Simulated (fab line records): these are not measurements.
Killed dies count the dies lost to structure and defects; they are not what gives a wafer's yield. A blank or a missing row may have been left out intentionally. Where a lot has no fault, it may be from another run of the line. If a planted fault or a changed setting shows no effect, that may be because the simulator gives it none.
The tool behind it: which one? -- flow berkeley-cmos170 -- 13 lots with 39 wafers sampled at 5 steps, on a route of 331 steps

== WHAT THE GAUGES SHOWED, per wafer ==
UCB170_START_BOW_MEAS_00. Usual: INCOMING_BOW typically reads 0 um, with standard deviation 6.5.
lot,measured,on,INCOMING_BOW (um),flag
L219,day 1 10:00,film-metro-01,6 -7 -1,
L221,day 1 20:02,film-metro-01,0 4 14,
L222,day 2 01:00,film-metro-01,-11 -1 -15,
L225,day 2 16:00,film-metro-02,-8 4 0,
L231,day 3 22:00,film-metro-01,-7 -6 -1,
L233,day 4 08:01,film-metro-02,7 0 7,
L235,day 4 18:01,film-metro-03,6 0 -10,
L236,day 4 23:00,film-metro-03,0 5 -12,
L237,day 5 04:02,film-metro-02,3 -16 -8,
L238,day 5 09:00,film-metro-03,7 7 -4,
L239,day 5 14:00,film-metro-02,1 8 0,
L241,day 6 00:01,film-metro-02,-6 -10 -9,
L242,day 6 05:02,film-metro-02,6 2 -2,

UCB170_ACTIVE_THK_MEAS_03. Usual: ACTIVE_OXIDE_THK typically reads 26.6 nm, with standard deviation 0.45.
lot,measured,on,ACTIVE_OXIDE_THK (nm),flag
L219,day 4 14:14,film-metro-01,27.4 27.4 26.5,
L221,day 5 02:54,film-metro-01,26.7 26.9 26.6,
L222,day 5 02:53,film-metro-02,26.8 26.1 26.7,
L225,day 6 06:36,film-metro-03,26.9 26.6 27.2,
L231,day 6 21:47,film-metro-02,26.7 26.8 26.8,
L233,day 7 21:49,film-metro-01,26.3 26.6 26.2,
L235,day 7 21:49,film-metro-02,27.3 27.2 27.1,
L236,day 8 09:20,film-metro-01,27.1 26.9 26.6,
L237,day 8 09:20,film-metro-02,26.5 26.4 26.5,
L238,day 8 15:22,film-metro-02,27.4 26.7 26.9,
L239,day 8 15:22,film-metro-01,26.0 26.0 25.8,
L241,day 8 15:26,film-metro-01,26.3 25.9 25.9,
L242,day 9 04:53,film-metro-01,27.3 27.0 27.3,

UCB170_ACTIVE_CD_MEAS_13: the cd target is 1200 nm. Usual: cd-nm reads 1200.2 nm (standard deviation 1.2).
lot,measured,on,cd-nm (nm),flag
L219,day 4 21:15,cd-sem-02,1200.6 1200.8 1200.9,
L221,day 5 16:04,cd-sem-02,1201.0 1200.1 1201.2,
L222,day 5 15:00,cd-sem-01,1200.1 1200.2 1200.5,
L225,day 6 18:18,cd-sem-02,1203.6 1201.9 1201.7,
L231,day 7 06:06,cd-sem-02,1284.1 1285.3 1284.8,OFF
L233,day 8 09:25,cd-sem-01,1200.6 1201.3 1201.9,
L235,day 8 09:25,cd-sem-02,1198.0 1198.6 1197.0,
L236,day 8 18:41,cd-sem-01,1197.9 1198.5 1197.9,
L237,day 8 18:52,cd-sem-02,1201.1 1200.3 1201.8,
L238,day 9 00:48,cd-sem-02,1200.5 1201.1 1200.2,
L239,day 9 00:32,cd-sem-01,1200.3 1200.8 1199.5,
L241,day 9 00:53,cd-sem-01,1200.9 1200.4 1199.1,
L242,day 9 13:19,cd-sem-01,1199.5 1200.8 1199.1,

UCB170_NVT_OVL_MEAS_06. Usual: NVT_OVL typically reads 2 nm, with standard deviation 7.3.
lot,measured,on,NVT_OVL (nm),flag
L219,day 6 19:45,overlay-01,8 5 5,
L221,day 7 02:47,overlay-02,5 6 1,
L222,day 7 02:22,overlay-02,6 18 -3,
L225,day 8 10:23,overlay-01,3 -2 -1,
L231,day 8 21:46,overlay-01,2 2 -9,
L233,day 10 02:32,overlay-02,-3 -12 -11,
L235,day 10 01:36,overlay-02,5 12 1,
L236,day 10 08:43,overlay-02,9 3 13,
L237,day 10 08:43,overlay-01,8 13 8,
L238,day 10 17:29,overlay-01,4 2 4,
L239,day 10 17:57,overlay-02,14 9 5,
L241,day 10 17:46,overlay-02,9 1 0,
L242,day 11 04:48,overlay-02,3 4 3,

== TOOL THAT RAN EACH LOT (tool first, then ch and the chambers of the sampled wafers, then the start) ==
lot,UCB170_ACTIVE_EXPOSE_10
L219,"krf-scanner-02 ch 0, day 4 20:39"
L221,"krf-scanner-01 ch 0, day 5 14:53"
L222,"krf-scanner-01 ch 0, day 5 13:49"
L225,"krf-scanner-02 ch 0, day 6 17:30"
L231,"krf-scanner-01 ch 0, day 7 04:13"
L233,"krf-scanner-01 ch 0, day 8 07:43"
L235,"krf-scanner-02 ch 0, day 8 07:57"
L236,"krf-scanner-01 ch 0, day 8 18:02"
L237,"krf-scanner-02 ch 0, day 8 18:19"
L238,"krf-scanner-02 ch 0, day 8 23:28"
L239,"krf-scanner-02 ch 0, day 8 23:21"
L241,"krf-scanner-01 ch 0, day 8 23:44"
L242,"krf-scanner-01 ch 0, day 9 12:55"
- UCB170_ACTIVE_EXPOSE_10: exposes mask ACTIVE, target cd 1200 nm.

== AS READ BY THE TOOLS THEMSELVES (means over the sampled wafers that have a number; for cases with no such wafer, the mark the record gives instead) ==
UCB170_ACTIVE_EXPOSE_10. Usual: reticle-temp-C reads 22.98 C (standard deviation 0.1).
lot,tool,reticle-temp-C (C),flag
L219,krf-scanner-02,22.93,
L221,krf-scanner-01,23.04,
L222,krf-scanner-01,22.94,
L225,krf-scanner-02,23.10,
L231,krf-scanner-01,23.06,
L233,krf-scanner-01,22.99,
L235,krf-scanner-02,22.93,
L236,krf-scanner-01,22.92,
L237,krf-scanner-02,23.05,
L238,krf-scanner-02,22.97,
L239,krf-scanner-02,23.08,
L241,krf-scanner-01,23.02,
L242,krf-scanner-01,22.92,

== THE ANSWER, worked out from the rows above alone ==
Rule: lot off if the mean of its wafers having a number is beyond 3 standard deviations from the usual mean. A lot without any number at a reading at which 4 lots or more have one is off too. Where the step has rows for the other lots, those lots are counted as sound. Order of review: gauges by route order, followed by the tools' own readings, for which a lot's mean as printed above is used. At the first step where some lot is off, the reading lying furthest off is the one used; lots without a number count as furthest.
Off, at UCB170_ACTIVE_CD_MEAS_13 on cd-nm: L231.
A tool fits if, at a process step before that reading, it ran every lot that is off, and no sound lot after the first of them. Gauges at UCB170_ACTIVE_CD_MEAS_13: tried the same way as those tools. No candidate that was tried fits.

== WHAT THE SIMULATOR HAD INSERTED ==
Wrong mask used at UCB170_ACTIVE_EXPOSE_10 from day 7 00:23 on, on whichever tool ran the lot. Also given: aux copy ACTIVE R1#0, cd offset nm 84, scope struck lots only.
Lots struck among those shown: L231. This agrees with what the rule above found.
